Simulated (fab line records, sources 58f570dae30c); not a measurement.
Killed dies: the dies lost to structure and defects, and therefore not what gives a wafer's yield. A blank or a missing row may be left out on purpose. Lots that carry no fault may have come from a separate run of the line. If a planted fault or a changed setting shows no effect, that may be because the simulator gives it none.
Commonality check across tools	flow berkeley cmos170	Sample size 14 lots and 42 wafers

## WHAT PROMPTED THE OPENING
Of 14 lots, 2 have the reading M3_AL_RS flagged at UCB170_M3_RS_MEAS_02. Wafers without a fault read 0.0324 ohm/sq, standard deviation 0.00031.
Rule: flag the lot when none of its wafers has a number, or when each of its wafers that has one lies beyond 4 standard deviations from that mean. The other lots count as sound.

lot	measured	on	M3_AL_RS (ohm/sq), wafer by wafer	flag
L473	day 7 17:04	film metro-02	0.0325 0.0322 0.0327	
L476	day 8 03:49	film metro-03	0.0323 0.0326 0.0323	
L477	day 8 04:18	film metro-02	0.0331 0.0324 0.0327	
L478	day 8 14:10	film metro-03	0.0322 0.0323 0.0326	
L479	day 9 00:22	film metro-03	0.0321 0.0322 0.0324	
L480	day 9 12:27	film metro-03	0.0325 0.0320 0.0322	
L482	day 9 12:50	film metro-04	0.0160 0.0161 0.0159	FLAGGED
L481	day 9 15:02	film metro-02	0.0323 0.0327 0.0323	
L483	day 9 15:59	film metro-03	0.0326 0.0326 0.0326	
L484	day 9 19:34	film metro-03	0.0163 0.0163 0.0160	FLAGGED
L492	day 11 02:57	film metro-02	0.0325 0.0325 0.0327	
L496	day 12 01:47	film metro-03	0.0329 0.0326 0.0320	
L494	day 12 02:02	film metro-04	0.0328 0.0325 0.0322	
L495	day 12 02:53	film metro-04	0.0332 0.0330 0.0328	
The numbers of the flagged lots are 0.0161 ohm/sq on average: -0.0163 ohm/sq against the usual, or -53 standard deviations.

## LOT BY LOT: THE TOOL USED
The record holds 1 process step before the reading, out of a route of 331 steps. Cell contents, in order: the tool; ch with the chambers the sampled wafers went through; the start.
lot	flag	UCB170_M3_SPUTTER_01
L473		pvd sputter-01, day 7 16:58
L476		pvd sputter-03, day 8 03:44
L477		pvd sputter-04, day 8 04:12
L478		pvd sputter-03, day 8 14:01
L479		pvd sputter-04, day 9 00:15
L480		pvd sputter-01, day 9 12:22
L482	FLAGGED	pvd sputter-03, day 9 12:28
L481		pvd sputter-01, day 9 14:55
L483		pvd sputter-03, day 9 15:53
L484	FLAGGED	pvd sputter-04, day 9 19:14
L492		pvd sputter-01, day 11 02:52
L496		pvd sputter-04, day 12 01:41
L494		pvd sputter-01, day 12 01:58
L495		pvd sputter-04, day 12 02:47
What the steps here do:
- UCB170_M3_SPUTTER_01: material Al, target thk 900 nm, time 120 s.
- UCB170_M3_RS_MEAS_02: measures by four-point-probe.

## FLAGGED AGAINST TOTAL, ONE TOOL AT A TIME (gauges that did the reading follow at the end)
step	tool	lots run	flagged	share of the flagged lots	sound lots run after its first flagged lot
UCB170_M3_SPUTTER_01	pvd sputter-01	5	0	none	-
UCB170_M3_SPUTTER_01	pvd sputter-03	4	1	some	1 (L483)
UCB170_M3_SPUTTER_01	pvd sputter-04	5	1	some	2 (L496,L495)
UCB170_M3_RS_MEAS_02	film metro-02	4	0	none	-
UCB170_M3_RS_MEAS_02	film metro-03	7	1	some	1 (L496)
UCB170_M3_RS_MEAS_02	film metro-04	3	1	some	2 (L494,L495)

## WHAT THE TABLE PERMITS
No row of the table ran every flagged lot.

## WHAT WAS PUT IN BY THE SIMULATOR
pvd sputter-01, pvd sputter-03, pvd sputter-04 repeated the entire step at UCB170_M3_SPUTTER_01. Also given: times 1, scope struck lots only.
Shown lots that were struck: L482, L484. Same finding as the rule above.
